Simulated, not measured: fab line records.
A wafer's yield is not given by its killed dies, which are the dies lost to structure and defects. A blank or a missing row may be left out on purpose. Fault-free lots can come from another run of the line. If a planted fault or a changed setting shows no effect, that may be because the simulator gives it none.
Which tool is to blame? / flow berkeley_cmos170 / route of 331 steps, sampled at 1 step: 14 lots, 42 wafers

== WHAT THE GAUGES SHOWED, per wafer ==
Not one reading of a measure or inspect step in the record can be checked against a usual standard deviation.

== EACH LOT AND THE TOOL THAT RAN IT (in order: tool; ch and the chambers of the sampled wafers; start) ==
lot=L469; UCB170_NSD_DEVELOP_05=litho_track-02 ch 0, day 8 01:00
lot=L471; UCB170_NSD_DEVELOP_05=litho_track-01 ch 0, day 8 09:00
lot=L475; UCB170_NSD_DEVELOP_05=litho_track-03 ch 0, day 9 08:00
lot=L476; UCB170_NSD_DEVELOP_05=litho_track-02 ch 0, day 9 08:00
lot=L479; UCB170_NSD_DEVELOP_05=litho_track-03 ch 0, day 9 19:00
lot=L477; UCB170_NSD_DEVELOP_05=litho_track-02 ch 0, day 9 19:00
lot=L480; UCB170_NSD_DEVELOP_05=litho_track-02, day 10 12:00
lot=L481; UCB170_NSD_DEVELOP_05=litho_track-03, day 10 13:00
lot=L482; UCB170_NSD_DEVELOP_05=litho_track-02 ch 0, day 10 14:00
lot=L483; UCB170_NSD_DEVELOP_05=litho_track-02 ch 0, day 10 20:00
lot=L486; UCB170_NSD_DEVELOP_05=litho_track-02 ch 0, day 11 03:00
lot=L489; UCB170_NSD_DEVELOP_05=litho_track-03 ch 0, day 12 00:00
lot=L490; UCB170_NSD_DEVELOP_05=litho_track-01 ch 0, day 12 00:00
lot=L491; UCB170_NSD_DEVELOP_05=litho_track-03 ch 0, day 12 13:00
- UCB170_NSD_DEVELOP_05: develop time 45 s.

== WHAT THE TOOLS THEMSELVES READ (means of the sampled wafers that have a number; where no wafer has one, the mark that the record gives instead) ==
UCB170_NSD_DEVELOP_05. Usual: 22.96 C for chill_plate_temp_C, sd 0.12.
lot=L469; tool=litho_track-02; chill_plate_temp_C (C)=23.16; flag=
lot=L471; tool=litho_track-01; chill_plate_temp_C (C)=22.99; flag=
lot=L475; tool=litho_track-03; chill_plate_temp_C (C)=23.15; flag=
lot=L476; tool=litho_track-02; chill_plate_temp_C (C)=22.98; flag=
lot=L479; tool=litho_track-03; chill_plate_temp_C (C)=22.77; flag=
lot=L477; tool=litho_track-02; chill_plate_temp_C (C)=22.91; flag=
lot=L480; tool=litho_track-02; chill_plate_temp_C (C)=-; flag=OFF
lot=L481; tool=litho_track-03; chill_plate_temp_C (C)=-; flag=OFF
lot=L482; tool=litho_track-02; chill_plate_temp_C (C)=22.98; flag=
lot=L483; tool=litho_track-02; chill_plate_temp_C (C)=22.97; flag=
lot=L486; tool=litho_track-02; chill_plate_temp_C (C)=22.92; flag=
lot=L489; tool=litho_track-03; chill_plate_temp_C (C)=22.95; flag=
lot=L490; tool=litho_track-01; chill_plate_temp_C (C)=22.91; flag=
lot=L491; tool=litho_track-03; chill_plate_temp_C (C)=22.94; flag=

== THE ANSWER, worked out from the rows above alone ==
Rule: lot off if the mean of its wafers having a number is beyond 3 standard deviations from the usual mean. Also off: a lot with no number at a reading for which 4 or more lots have one. All remaining lots with rows at the step are treated as sound. The gauges are gone through in route order, then the tools' own readings, and for those a lot's mean is taken as printed above. At the first step where some lot is off, the reading lying furthest off is the one used; lots without a number count as furthest.
Off: L480, L481, at UCB170_NSD_DEVELOP_05 (chill_plate_temp_C). Without a number there: L480, L481.
A tool fits if, at that step or a process step before it, it ran every lot that is off, and no sound lot after the first of them. Of those tried, none fits.

== WHAT THE SIMULATOR HAD PUT IN ==
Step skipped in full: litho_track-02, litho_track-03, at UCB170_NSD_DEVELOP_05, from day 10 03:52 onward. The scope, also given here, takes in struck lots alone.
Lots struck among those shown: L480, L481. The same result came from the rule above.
